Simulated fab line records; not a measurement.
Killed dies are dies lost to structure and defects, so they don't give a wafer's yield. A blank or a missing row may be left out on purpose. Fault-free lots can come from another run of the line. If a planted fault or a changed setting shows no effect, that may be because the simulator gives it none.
Lot-split experiment | flow rit-cmos | route with 202 steps; 5 lots, 23 wafers read

== THE SPLIT ==
At RIT_PWELL_HARDBAKE_07 (time 120 s), the setting temp-c was moved away from the recipe's 140 C on 6 of the 23 wafers read, by -2.9% to +1.4%. For the rest of the wafers, this setting stayed at what the recipe calls for.

The reading is taken at the split's own step.

== THE READING ==
NOVOLAK_of_PWELL_COAT_01.thk-nm (the simulator's own value, which no gauge read), in nm, at RIT_PWELL_HARDBAKE_07 (time 120 s). The file does not state a usual value for it. The 17 wafers here that ran the recipe average 1137 nm, standard deviation 5.2 nm.

wafer  | tool, chamber at the split | temp-c as run, C | against the recipe | NOVOLAK_of_PWELL_COAT_01.thk-nm, nm | against lot-mates on the recipe
L074.1 | litho-track-01, 0          | 135.9            | -2.9%              | 1145                                | +7
L074.2 | litho-track-01, 0          | 140              | recipe             | 1139                                | -
L074.6 | litho-track-01, 0          | 140              | recipe             | 1139                                | -
L074.3 | litho-track-01, 0          | 140              | recipe             | 1136                                | -
L074.4 | litho-track-01, 0          | 135.9            | -2.9%              | 1144                                | +6
L075.2 | litho-track-04, 0          | 140              | recipe             | 1134                                | -
L075.5 | litho-track-04, 0          | 140              | recipe             | 1134                                | -
L075.3 | litho-track-04, 0          | 140              | recipe             | 1137                                | -
L076.1 | litho-track-01, 0          | 141.9            | +1.4%              | 1136                                | -4
L076.3 | litho-track-01, 0          | 140              | recipe             | 1141                                | -
L076.5 | litho-track-01, 0          | 140              | recipe             | 1141                                | -
L076.4 | litho-track-01, 0          | 141.9            | +1.4%              | 1135                                | -5
L076.6 | litho-track-01, 0          | 140              | recipe             | 1139                                | -
L077.1 | litho-track-03, 0          | 140              | recipe             | 1140                                | -
L077.3 | litho-track-03, 0          | 140              | recipe             | 1140                                | -
L077.5 | litho-track-03, 0          | 140              | recipe             | 1140                                | -
L077.2 | litho-track-03, 0          | 140              | recipe             | 1143                                | -
L077.6 | litho-track-03, 0          | 140              | recipe             | 1142                                | -
L083.1 | litho-track-01, 0          | 135.9            | -2.9%              | 1133                                | +6
L083.2 | litho-track-01, 0          | 140              | recipe             | 1126                                | -
L083.4 | litho-track-01, 0          | 140              | recipe             | 1130                                | -
L083.5 | litho-track-01, 0          | 135.9            | -2.9%              | 1136                                | +9
L083.6 | litho-track-01, 0          | 140              | recipe             | 1125                                | -

THE FIT
A straight line over all 23 wafers: NOVOLAK_of_PWELL_COAT_01.thk-nm changes by -0.922 nm for each +1% of temp-c; r = -0.22; the points scatter about the line by 5.2 nm.
The same after taking each lot's own level away (the mean of its wafers on the recipe; 23 wafers): -2.55 nm for each +1%; r = -0.91; scatter 1.5 nm.
On that fit, the largest move of temp-c shifts the reading by 7.5 nm.
Across the lots, their own levels run from 1127.0 to 1141.0 nm, a range of 2.7 times the standard deviation given above.
So the lot-to-lot level blurs the effect unless lot-mates are compared.
Check: +7.35 nm against its lot-mates is what the line predicts for one of the wafers moved furthest among these (-2.9%) when that wafer is left out of the fit. Against them it came out at +7 nm.

== OTHER SPLITS APPLIED TO THESE WAFERS ==
These wafers also went through other splits before the reading. Each is held against what the fit with the lots' levels taken away leaves over:
other split on the same wafers  | wafers away from the commonest value | r with NOVOLAK_of_PWELL_COAT_01.thk-nm (lot level and that fit taken away)
RIT_ACTIVE_OXIDATION_01 temp-c  | 10                                   | -0.13
RIT_ACTIVE_CVD_03 nh3-flow-sccm | 10                                   | -0.16
RIT_ACTIVE_CLEAN_16 time-s      | 15                                   | +0.13

== THE FILE'S OWN FIT ==
NOVOLAK_of_PWELL_COAT_01.thk-nm changes by -2.42 nm for each +1% of temp-c, r = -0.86.
